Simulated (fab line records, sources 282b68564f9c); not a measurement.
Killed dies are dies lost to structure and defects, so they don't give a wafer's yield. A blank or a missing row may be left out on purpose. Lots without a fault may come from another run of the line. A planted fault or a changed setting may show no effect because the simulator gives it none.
A struck lot beside a sound one | flow rit_cmos | 17 steps out of a route of 202
Sound: wafers L354.1, L354.2, L354.5. Struck: wafers L367.1, L367.2, L367.3. The cause comes at the end.
At each step with rows: each side's tool, then ch and its chambers, then its first start. Under that, the readings that differ: sound wafers | struck wafers | difference of the means | sigmas: that difference in standard deviations of wafers without a fault.
alike: readings whose means differ by less than 2 such deviations, and words and numbers that are the same on both sides. not compared: withheld readings, readings that some wafer has no value for, bounds like >300 that may hide the same value, and numbers for which the record gives no deviation and whose values overlap.
The two part at a step that has a row with sigmas, a row that says differs or no value, or rows on one side only. Numbers that don't overlap but have no deviation are shown without sigmas and don't part them. A reading that every wafer of one side lacks parts them only if that side has two wafers or more.

RIT_PWELL_TW_MEAS_10:
  sound on film_metro-04, day 3 06:35; struck on film_metro-04, day 6 10:01
  alike: PWELL_TW
then, 1 step without rows for these wafers: RIT_WELLDRIVE_ANNEAL_00 (time 14700 s).
RIT_WELLDRIVE_RS_MEAS_01: measures by four-point-probe.
  sound on film_metro-01, day 3 12:33; struck on film_metro-01, day 6 16:16
  alike: NWELL_RS
RIT_WELLDRIVE_RS_MEAS_02: measures by four-point-probe.
  sound on film_metro-01, day 3 12:40; struck on film_metro-01, day 6 16:23
  alike: PWELL_RS
then, 6 steps without rows for these wafers: RIT_NRETRO_HMDS_00 (prime time 60 s); RIT_NRETRO_COAT_01 (resist thk 1300 nm); RIT_NRETRO_SOFTBAKE_02 (time 60 s); RIT_NRETRO_EXPOSE_03 (exposes mask M4, target cd 43900 nm); RIT_NRETRO_PEB_04; RIT_NRETRO_DEVELOP_05 (develop time 68 s).
RIT_NRETRO_OVL_MEAS_06:
  sound on overlay-01, day 3 13:40; struck on overlay-01, day 6 18:02
  alike: NRETRO_OVL
then, 1 step without rows for these wafers: RIT_NRETRO_HARDBAKE_07 (time 120 s).
RIT_NRETRO_IMPLANT_08:
  sound on implanter-04 ch 0, day 3 13:58; struck on implanter-03 ch 0, day 6 18:29
  reading            | sound                         | struck                           | difference  | sigmas
  dose_ions_cm2      | 9.985e+12 9.999e+12 9.984e+12 | 1.5958e+13 1.5967e+13 1.5973e+13 | +5.9767e+12 | +99 or more
  faraday_current_uA | 31.9 31.7 31.3                | 50.9 50.1 51.1                   | +19.1       | +35
RIT_NRETRO_STRIP_09: strips in O2, time 180 s.
  sound on plasma_asher-04 ch 0,1, day 3 14:07; struck on plasma_asher-03 ch 0,1, day 6 18:38
  alike: drypump_motor_current_A
  not compared: rf_hours_counter_h
RIT_NRETRO_TW_MEAS_10:
  sound on film_metro-04, day 3 14:17; struck on film_metro-04, day 6 18:49
  reading   | sound          | struck         | difference | sigmas
  NRETRO_TW | 1048 1043 1049 | 1207 1215 1207 | +163       | +29
then, 1 step without rows for these wafers: RIT_PRETRO_HMDS_00 (prime time 60 s).
RIT_M1_PROBE_99:
  sound on prober-01, day 4 18:11; struck on prober-02, day 8 04:58
  reading                                | sound             | struck            | difference | sigmas
  model.etest.pmos_0p3.r_on_ohm_um       | 6110 5992 6143    | 6636 6868 6514    | +591       |
  model.etest.pmos_turned.r_on_ohm_um    | 3261 3154 3292    | 3745 3856 3646    | +513       |
  model.etest.pmos_0p15.r_on_ohm_um      | 2661 2608 2662    | 2965 3062 2881    | +326       |
  model.etest.pmos_0p15.drive_ua_um      | 263.1 272.6 266.1 | 228.5 219.3 234.5 | -39.8      |
  model.etest.pmos_turned.drive_ua_um    | 200.6 210.8 202.3 | 166.2 162 169.6   | -38.6      |
  model.etest.pmos_narrow.drive_ua_um    | 102.3 105.9 103.3 | 88.37 85.94 91.56 | -15.21     |
  model.etest.pmos_0p3.drive_ua_um       | 103.6 105.6 103.8 | 89.64 86.52 91.91 | -14.98     |
  model.etest.well_edge_left.line_ohm_um | 182.8 184.4 183.6 | 178.7 175.2 173.8 | -7.7       |
  alike: killed_at_front_end, killed_dies, killed_open, killed_short

WHERE THEY PART
First at RIT_NRETRO_IMPLANT_08; last, within this record, at RIT_NRETRO_TW_MEAS_10. Later steps at which nothing parts them and some readings are alike: RIT_M1_PROBE_99.

WHY: what the simulator had put in
Process parameter drift: implanter-03, from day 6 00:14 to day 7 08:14, at RIT_NRETRO_IMPLANT_08. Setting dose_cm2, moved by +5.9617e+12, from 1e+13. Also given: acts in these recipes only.
